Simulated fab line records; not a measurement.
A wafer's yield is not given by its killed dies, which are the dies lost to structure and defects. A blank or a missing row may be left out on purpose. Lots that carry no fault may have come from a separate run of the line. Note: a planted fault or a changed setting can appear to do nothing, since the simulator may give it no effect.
Which tool was responsible? ; flow rit cmos ; Sampling: 6 lots, 18 wafers, 2 of 202 route steps

== WHAT THE GAUGES READ, wafer by wafer ==
RIT_REOX_THK_MEAS_04.
lot;measured;on;REOX_OXIDE_THK (nm)
L217;day 3 23:19;film metro-02;26.0 26.6 26.4
L221;day 4 21:55;film metro-04;32.8 32.9 32.7
L225;day 5 11:43;film metro-01;25.0 25.1 24.9
L229;day 6 07:29;film metro-01;24.7 24.9 25.1
L232;day 7 01:37;film metro-02;26.0 25.9 25.4
L235;day 7 14:55;film metro-04;25.2 25.1 25.5

== WHICH TOOL RAN EACH LOT (tool, then ch and the chambers of the sampled wafers, then the start) ==
lot;RIT_REOX_OXIDATION_03
L217;furnace-01 ch 0, day 3 20:45
L221;furnace-04 ch 0, day 4 19:22
L225;furnace-01 ch 0, day 5 09:10
L229;furnace-01 ch 0, day 6 04:56
L232;furnace-03 ch 0, day 6 23:04
L235;furnace-04 ch 0, day 7 12:22
- RIT_REOX_OXIDATION_03: target thk 25.2 nm, ox time 5580 s.

== THE ANSWER, worked out from the rows above alone ==
Rule: the lots themselves supply what counts as usual. The widest of any qualifying gaps counts: lots, ordered by their means at a reading, are off when they make up no more than a third of the lots, leave a main group of 4 or more, and stand apart from it by 3 or more times the standard deviation of that group's means. If all means in a main group match to the digits the tables above print for the reading, that group is not used. Also off: a lot with no number at a reading for which 4 or more lots have one. Where the step has rows for the other lots, those lots are counted as sound.
Off: at RIT_REOX_THK_MEAS_04 (REOX_OXIDE_THK), L221. Mean 25.5 nm and standard deviation 0.53 in the main group.
If a tool, at a process step before that reading, ran all the lots that are off and no sound lot after the first of them, it fits. Gauges at RIT_REOX_THK_MEAS_04: tried the same way as those tools. None of those tried fits.

== WHAT HAD BEEN PUT IN BY THE SIMULATOR ==
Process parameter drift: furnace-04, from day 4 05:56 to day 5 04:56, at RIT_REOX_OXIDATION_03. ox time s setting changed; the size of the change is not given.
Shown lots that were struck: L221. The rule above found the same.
